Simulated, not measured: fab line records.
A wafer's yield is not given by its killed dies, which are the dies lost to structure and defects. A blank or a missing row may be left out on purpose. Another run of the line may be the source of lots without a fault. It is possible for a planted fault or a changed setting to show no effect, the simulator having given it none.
Lot-split experiment ; flow ritCmos ; 23 wafers read from 5 lots, route of 202 steps

## ON THE SPLIT
At RIT_GATE_SOFTBAKE_12 (time 60 s), the setting tempC was moved away from the recipe's 90 C on 10 of the 23 wafers read, by -4.0% to +3.1%. All remaining wafers had this setting at the recipe value.

## FROM THE SPLIT TO THE READING: what the file shows between them, 2 steps
- RIT_GATE_EXPOSE_13: exposes mask M6, target cd 150 nm
- RIT_GATE_PEB_14

## THE READING
NOVOLAK_of_GATE_COAT_11.thkNm (the simulator's own value, which no gauge read), in nm, at RIT_GATE_DEVELOP_15 (develop time 50 s). No usual value for it is given in the file. The 13 wafers here that ran the recipe average 852.4 nm, standard deviation 2 nm.

wafer;tool, chamber at the split;tempC as run, C;against the recipe;NOVOLAK_of_GATE_COAT_11.thkNm, nm;against lot-mates on the recipe
L075.1;lithoTrack-02, 0;90;recipe;852.4;-
L075.2;lithoTrack-02, 0;92.8;+3.1%;844;-8.2
L075.3;lithoTrack-02, 0;90;recipe;852.1;-
L075.5;lithoTrack-02, 0;92.8;+3.1%;844.6;-7.6
L075.6;lithoTrack-02, 0;92.8;+3.1%;845.3;-7.0
L076.1;lithoTrack-02, 0;86.39;-4.0%;861.2;+9.9
L076.2;lithoTrack-02, 0;90;recipe;851.3;-
L076.4;lithoTrack-02, 0;90;recipe;848.9;-
L076.5;lithoTrack-02, 0;86.39;-4.0%;861.7;+10.4
L076.6;lithoTrack-02, 0;90;recipe;853.6;-
L081.1;lithoTrack-04, 0;90;recipe;854.4;-
L081.2;lithoTrack-04, 0;91.99;+2.2%;850.7;-3.5
L081.3;lithoTrack-04, 0;91.99;+2.2%;850.9;-3.3
L081.4;lithoTrack-04, 0;91.99;+2.2%;849.5;-4.7
L081.6;lithoTrack-04, 0;90;recipe;854;-
L082.2;lithoTrack-02, 0;90;recipe;856;-
L082.4;lithoTrack-02, 0;90;recipe;854.6;-
L082.5;lithoTrack-02, 0;90;recipe;852.2;-
L085.2;lithoTrack-02, 0;92.42;+2.7%;848.1;-2.3
L085.3;lithoTrack-02, 0;92.42;+2.7%;841.3;-9.1
L085.4;lithoTrack-02, 0;90;recipe;849.8;-
L085.5;lithoTrack-02, 0;90;recipe;849.9;-
L085.6;lithoTrack-02, 0;90;recipe;851.5;-

FIT RESULTS
A straight line over all 23 wafers: NOVOLAK_of_GATE_COAT_11.thkNm changes by -2.23 nm for each +1% of tempC; r = -0.89; the points scatter about the line by 2.3 nm.
The same after taking each lot's own level away (the mean of its wafers on the recipe; 23 wafers): -2.35 nm for each +1%; r = -0.95; scatter 1.6 nm.
That fit puts the effect of the largest move of tempC on the reading at 9.4 nm.
The lots' own levels span 850.40 to 854.27 nm, that is 1.9 times the standard deviation above.
Consequently the slope shifts little with the lot-to-lot level, the two slopes agreeing.
Check: +9.58 nm against its lot-mates is what the line predicts for one of the wafers moved furthest among these (-4.0%) when that wafer is left out of the fit. Against them it came out at +9.93 nm.

## THESE WAFERS: OTHER SPLITS
Before the reading, these wafers also passed through other splits. Each is held against what the fit with the lots' levels taken away leaves over:
other split on the same wafers;wafers away from the commonest value;r with NOVOLAK_of_GATE_COAT_11.thkNm (lot level and that fit taken away)
RIT_ACTIVE_CVD_03 sih2cl2FlowSccm;15;-0.05
RIT_ACTIVE_COAT_06 spinRpm;4;+0.18
RIT_ACTIVE_HARDBAKE_12 tempC;12;-0.01
RIT_NWELL_IMPLANT_08 doseCm2;11;-0.26
RIT_PWELL_IMPLANT_08 energyKev;8;+0.18
RIT_NRETRO_COAT_01 spinRpm;9;-0.21
RIT_NRETRO_IMPLANT_08 energyKev;11;+0.13

## THE FILE'S OWN FIT
NOVOLAK_of_GATE_COAT_11.thkNm changes by -2.33 nm for each +1% of tempC, r = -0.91.
